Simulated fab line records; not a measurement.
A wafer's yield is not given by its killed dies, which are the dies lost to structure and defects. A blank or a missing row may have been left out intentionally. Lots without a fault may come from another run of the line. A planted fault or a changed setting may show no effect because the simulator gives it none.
Struck lot and sound lot, side by side | flow ritCmos | 16 out of 202 route steps
Sound: these wafers, L149.1, L149.4, L149.5. Wafers L164.1, L164.2, L164.5 were the ones struck. The cause is named last.
Per side, at each step with rows, come the tool, then ch with its chambers, and then its first start. Under that, the readings that differ: sound wafers | struck wafers | difference of the means | sigmas: that difference in standard deviations of wafers without a fault.
alike: same words and numbers on both sides, and readings whose means sit less than 2 such deviations apart. not compared: any withheld reading, any reading some wafer has no value for, any bound like >300 that may hide the same value, and any number with overlapping values for which the record gives no deviation.
Wherever a step has rows on one side only, a row that says differs or no value, or a row with sigmas, the two part there. When numbers do not overlap yet have no deviation, they are printed without sigmas and do not part them. A reading missing from all wafers of one side parts the sides only when that side holds two or more wafers.

RIT_ACTIVE_BOW_MEAS_00:
  sound: filmMetro-04 at day 1 15:00; struck: filmMetro-01 at day 4 18:00
  alike: INCOMING_BOW
then, 1 step without rows for these wafers: RIT_ACTIVE_OXIDATION_01 (target thk 46.8 nm, ox time 3360 s).
RIT_ACTIVE_THK_MEAS_02:
  sound: filmMetro-04 at day 1 18:13; struck: filmMetro-03 at day 4 22:15
  alike: ACTIVE_OXIDE_THK
then, 1 step without rows for these wafers: RIT_ACTIVE_CVD_03 (deposits Si3N4 from SiH2Cl2/NH3, target thk 150 nm, time 1500 s).
RIT_ACTIVE_THK_MEAS_04:
  sound: filmMetro-04 at day 1 19:41; struck: filmMetro-03 at day 4 23:44
  alike: ACTIVE_NITRIDE_THK
then, 3 steps without rows for these wafers: RIT_ACTIVE_HMDS_05 (prime time 60 s); RIT_ACTIVE_COAT_06 (resist thk 1007 nm); RIT_ACTIVE_SOFTBAKE_07 (time 60 s).
RIT_ACTIVE_EXPOSE_08: exposes mask M1, target cd 1400 nm.
  sound on ilineStepper-01 ch 0, day 1 20:19; struck on ilineStepper-01 ch 0, day 5 00:14
reading           | sound                | struck               | difference | sigmas
exposureDoseMJCm2 | 225.59 225.42 225.69 | 204.15 204.44 203.57 | -21.51     | -98
  alike: mask
then, 2 steps without rows for these wafers: RIT_ACTIVE_PEB_09; RIT_ACTIVE_DEVELOP_10 (develop time 50 s).
RIT_ACTIVE_CD_MEAS_11: the cd target is 1400 nm.
  sound: cdSem-01 at day 1 20:43; struck: cdSem-01 at day 5 00:38
reading   | sound                | struck               | difference | sigmas
cdNm (nm) | 1393.8 1394.7 1394.5 | 1423.6 1423.5 1423.1 | +29.1      | +12
then, 1 step without rows for these wafers: RIT_ACTIVE_HARDBAKE_12 (time 60 s).
RIT_ACTIVE_ETCH_13: etches Si3N4 in SF6, stops on SiO2, time 210 s, target depth 210 nm.
  sound on rieDiel-02 ch 0,1,2, day 1 20:59; struck on rieDiel-01 ch 0,1, day 5 00:55
reading                | sound          | struck         | difference | sigmas
model.ACTIVE.cdNm (nm) | 1394 1395 1394 | 1424 1423 1423 | +29        | 
  alike: chamberPressureMTorr, drypumpMotorCurrentA, oesProductAu, throttleValvePct
  not compared: rfHoursCounterH
RIT_ACTIVE_STRIP_14: strips in O2, time 180 s.
  sound on plasmaAsher-01 ch 0,1, day 1 21:07; struck on plasmaAsher-03 ch 0,1, day 5 01:02
  alike: chamberPressureMTorr, drypumpMotorCurrentA
  not compared: rfHoursCounterH
-- the record jumps here: 2 days lie between the struck wafers' starts before and after (it left off in module ACTIVE and takes up again in module M1, whose first step shown is number 202 of the route) --
RIT_M1_PROBE_99:
  sound: prober-01 at day 3 17:52; struck: prober-01 at day 7 05:41
  alike: killed_at_M0_to_M3, killedAtFrontEnd, killedDies, killedOpen, killedShort

## WHERE THEY PART
First at RIT_ACTIVE_EXPOSE_08; last, within this record, at RIT_ACTIVE_CD_MEAS_11. Later steps at which nothing parts them and some readings are alike: RIT_ACTIVE_ETCH_13, RIT_ACTIVE_STRIP_14, RIT_M1_PROBE_99.

WHY: what the simulator had put in
Process parameter drift: ilineStepper-01, from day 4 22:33 on, at RIT_ACTIVE_EXPOSE_08. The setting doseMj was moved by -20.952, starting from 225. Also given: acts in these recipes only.
